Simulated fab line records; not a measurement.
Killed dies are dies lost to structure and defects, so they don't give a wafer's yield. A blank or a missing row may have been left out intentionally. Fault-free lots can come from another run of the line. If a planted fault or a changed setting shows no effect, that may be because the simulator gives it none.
Which of the tools did it? | flow ritCmos | 14 lots, 42 wafers sampled, at 1 step of a route of 202

## WHAT EACH GAUGE READ, for each wafer
The record lacks any reading of a measuring or inspecting step that a usual standard deviation could be used to judge.

## TOOL THAT RAN EACH LOT (tool first, then ch and the chambers of the sampled wafers, then the start)
lot  | RIT_NLDD_STRIP_09
L224 | plasmaAsher-02 ch 1, day 2 17:37
L226 | plasmaAsher-02 ch 0,1, day 3 05:37
L228 | plasmaAsher-04 ch 0,1, day 3 13:42
L229 | plasmaAsher-04 ch 0,1, day 3 18:56
L230 | plasmaAsher-01 ch 0,1, day 3 23:22
L231 | plasmaAsher-01 ch 0,1, day 4 04:25
L232 | plasmaAsher-01 ch 0,1, day 4 10:35
L233 | plasmaAsher-02 ch 0,1, day 4 15:49
L235 | plasmaAsher-02 ch 0,1, day 5 02:17
L236 | plasmaAsher-04 ch 0,1, day 5 05:12
L237 | plasmaAsher-04 ch 0,1, day 5 12:55
L240 | plasmaAsher-02 ch 0,1, day 6 02:41
L242 | plasmaAsher-04 ch 0,1, day 6 12:08
L247 | plasmaAsher-04 ch 0,1, day 7 13:17
- RIT_NLDD_STRIP_09: strips in O2, time 180 s.

## WHAT THE TOOLS THEMSELVES READ (means of the sampled wafers that have a number; where no wafer has one, the mark that the record gives instead)
RIT_NLDD_STRIP_09. Usual: chamberPressureMTorr 4000 mTorr, standard deviation 4.2; drypumpMotorCurrentA 5.5 A, standard deviation 0.41.
lot  | tool           | chamberPressureMTorr (mTorr) | drypumpMotorCurrentA (A) | flag
L224 | plasmaAsher-02 | 3996                         | 5.8                      | 
L226 | plasmaAsher-02 | 3998                         | 5.8                      | 
L228 | plasmaAsher-04 | 4000                         | 5.6                      | 
L229 | plasmaAsher-04 | 4005                         | 5.6                      | 
L230 | plasmaAsher-01 | 4002                         | 4.8                      | 
L231 | plasmaAsher-01 | 4004                         | 5.0                      | 
L232 | plasmaAsher-01 | 3997                         | 4.9                      | 
L233 | plasmaAsher-02 | 4002                         | 5.9                      | 
L235 | plasmaAsher-02 | 4531                         | 5.9                      | OFF
L236 | plasmaAsher-04 | 3998                         | 5.5                      | 
L237 | plasmaAsher-04 | 4003                         | 5.5                      | 
L240 | plasmaAsher-02 | 4270                         | 5.8                      | OFF
L242 | plasmaAsher-04 | 3995                         | 5.5                      | 
L247 | plasmaAsher-04 | 4004                         | 5.4                      | 

## THE ANSWER, worked out from the rows above alone
Rule: a lot counts as off when the mean over its wafers that have a number is more than 3 standard deviations away from the usual mean. A lot without any number at a reading at which 4 lots or more have one is off too. All remaining lots with rows at the step are treated as sound. After the gauges, taken in route order, come the tools' own readings; for these a lot's mean is taken, as printed above. The first step at which some lot is off is used, and at that step the reading that is off furthest; a lot without a number counts as furthest.
Off, at RIT_NLDD_STRIP_09 on chamberPressureMTorr: L235, L240.
A tool fits if, at that step or a process step before it, it ran every lot that is off, and no sound lot after the first of them. One candidate fits, namely plasmaAsher-02 at RIT_NLDD_STRIP_09. Its last sound lot is L233 (day 4 15:49), its first lot that is off L235 (day 5 02:17): a fault that began between those two fits.
The tool's own readings at RIT_NLDD_STRIP_09 bear it out: on the lots that are off they differ by more than 5 times the standard deviation of the sound lots' means. chamberPressureMTorr reads 4400 mTorr there against 4000 mTorr on the sound lots.

## WHAT THE SIMULATOR HAD INSERTED
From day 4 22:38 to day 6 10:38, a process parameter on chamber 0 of plasmaAsher-02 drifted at RIT_NLDD_STRIP_09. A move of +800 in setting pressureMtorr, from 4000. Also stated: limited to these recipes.
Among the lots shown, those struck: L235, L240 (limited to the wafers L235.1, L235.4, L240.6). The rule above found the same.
